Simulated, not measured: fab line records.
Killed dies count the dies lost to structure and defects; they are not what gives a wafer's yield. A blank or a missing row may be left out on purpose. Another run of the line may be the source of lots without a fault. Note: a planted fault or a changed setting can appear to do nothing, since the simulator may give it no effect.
Comparing a struck lot with a sound one ; flow berkeley_cmos170 ; 14 out of 331 route steps
Sound: the wafers L233.1, L233.2, L233.5. Struck: wafers L240.1, L240.4, L240.5. At the end, the cause is stated.
Per side, at each step with rows, come the tool, then ch with its chambers, and then its first start. Under that, the readings that differ: sound wafers ; struck wafers ; difference of the means ; sigmas: that difference in standard deviations of wafers without a fault.
alike: same words and numbers on both sides, and readings whose means sit less than 2 such deviations apart. not compared: any withheld reading, any reading some wafer has no value for, any bound like >300 that may hide the same value, and any number with overlapping values for which the record gives no deviation.
The two part at a step that has a row with sigmas, a row that says differs or no value, or rows on one side only. Numbers that have no deviation but don't overlap get no sigmas and don't part them. Lack of a reading on every wafer of one side parts them only where that side has two or more wafers.

UCB170_NWELL_THK_MEAS_02:
  sound: film_metro-04 at day 2 13:28; struck: film_metro-03 at day 4 00:47
  alike: NWELL_OXIDE_THK
then, 2 steps without rows for these wafers: UCB170_NWELL_ANNEAL_03 (time 900 s); UCB170_NWELL_CVD_04 (deposits Si3N4 from SiH2Cl2/NH3, target thk 224 nm, time 3360 s).
UCB170_NWELL_THK_MEAS_05:
  sound: film_metro-02 at day 3 00:23; struck: film_metro-03 at day 4 04:34
  alike: NWELL_NITRIDE_THK
then, 6 steps without rows for these wafers: UCB170_NWELL_HMDS_06 (prime time 60 s); UCB170_NWELL_COAT_07 (resist thk 900 nm); UCB170_NWELL_SOFTBAKE_08 (time 60 s); UCB170_NWELL_EXPOSE_09 (exposes mask NWELL, target cd 3000 nm); UCB170_NWELL_PEB_10; UCB170_NWELL_DEVELOP_11 (develop time 45 s).
UCB170_NWELL_OVL_MEAS_12:
  sound: overlay-02 at day 3 01:17; struck: overlay-01 at day 4 05:53
  alike: NWELL_OVL
UCB170_NWELL_ETCH_13: etches Si3N4 in CH3F/Ar/O2, stops on SiO2, target depth 246.4 nm, time 154 s.
  sound on rie_diel-03 ch 1,2,3, day 3 01:19; struck on rie_diel-03 ch 0,2,3, day 4 05:56
  alike: CH3F_flow_sccm, drypump_motor_current_A, oes_product_au, throttle_valve_pct
  not compared: rf_hours_counter_h
UCB170_NWELL_IMPLANT_14:
  sound on implanter-02 ch 0, day 3 01:25; struck on implanter-02 ch 0, day 4 06:02
reading;sound;struck;difference;sigmas
tilt_deg (degrees);6.983 7.010 6.993;7.989 8.019 7.997;+1.006;+50
UCB170_NWELL_STRIP_15: strips in O2.
  sound on plasma_asher-04 ch 0,1, day 3 01:34; struck on plasma_asher-04 ch 0,1, day 4 06:11
  alike: drypump_motor_current_A, o2_flow_sccm, oes_product_au, strip_time_to_endpoint_s
  not compared: rf_hours_counter_h

WHERE THEY PART
Only at UCB170_NWELL_IMPLANT_14, within this record. Later steps at which nothing parts them and some readings are alike: UCB170_NWELL_STRIP_15.

WHY: whatever the simulator had introduced
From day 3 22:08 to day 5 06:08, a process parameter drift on implanter-02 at UCB170_NWELL_IMPLANT_14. A move of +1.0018 in setting tilt_deg, from 7. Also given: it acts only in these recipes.
